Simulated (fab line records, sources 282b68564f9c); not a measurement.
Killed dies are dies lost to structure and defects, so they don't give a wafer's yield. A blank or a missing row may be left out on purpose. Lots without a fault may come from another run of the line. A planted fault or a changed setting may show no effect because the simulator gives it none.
Chamber matching | flow rit_cmos | RIT_CONTACT_ETCH_11 on rie_diel-01: 4 sister chambers
The step etches SiO2 in CHF3/CF4/Ar, stops on TiSi2, target depth 480 nm, time 320 s. 4 wafers are shown with their chamber, then 7 later ones without.

WAFERS WITH THEIR CHAMBER
wafer  | chamber | throttle_valve_pct (%)
L847.5 | 3       | 8.87
L852.3 | 2       | 8.69
L853.1 | 1       | 8.92
L853.5 | 0       | 8.93

WAFERS WITHOUT THEIR CHAMBER
wafer  | throttle_valve_pct (%)
L853.6 | 8.94
L859.2 | 8.68
L859.3 | 8.94
L859.4 | 8.89
L862.1 | 8.93
L862.2 | 8.90
L862.6 | 8.89

WHICH CHAMBER EACH WENT THROUGH
wafer  | from the rows above          | in truth
L853.6 | can't be placed: 0 or 1      | 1
L859.2 | 2                            | 2
L859.3 | can't be placed: 0 or 1      | 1
L859.4 | can't be placed: 3 or 1 or 0 | 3
L862.1 | can't be placed: 0 or 1      | 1
L862.2 | can't be placed: 1 or 0 or 3 | 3
L862.6 | can't be placed: 3 or 1 or 0 | 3
Placed correctly: 1 of 7. Can't be placed from these rows: 6 (the true chamber is among the candidates in 6). Placed wrongly: 0.
How it was worked out, from the rows above alone: a wafer's distance from a chamber is the root of the sum, over the readings, of the square of ((its reading less the chamber's mean) divided by the reading's scatter). The wafer belongs to the nearest chamber; if the next one is less than 2 further off, it can't be placed. A chamber's mean is the mean of its shown wafers. The scatter: with one shown wafer a chamber, the root of the mean of the squares of how far each hidden wafer lies from its nearest shown one.
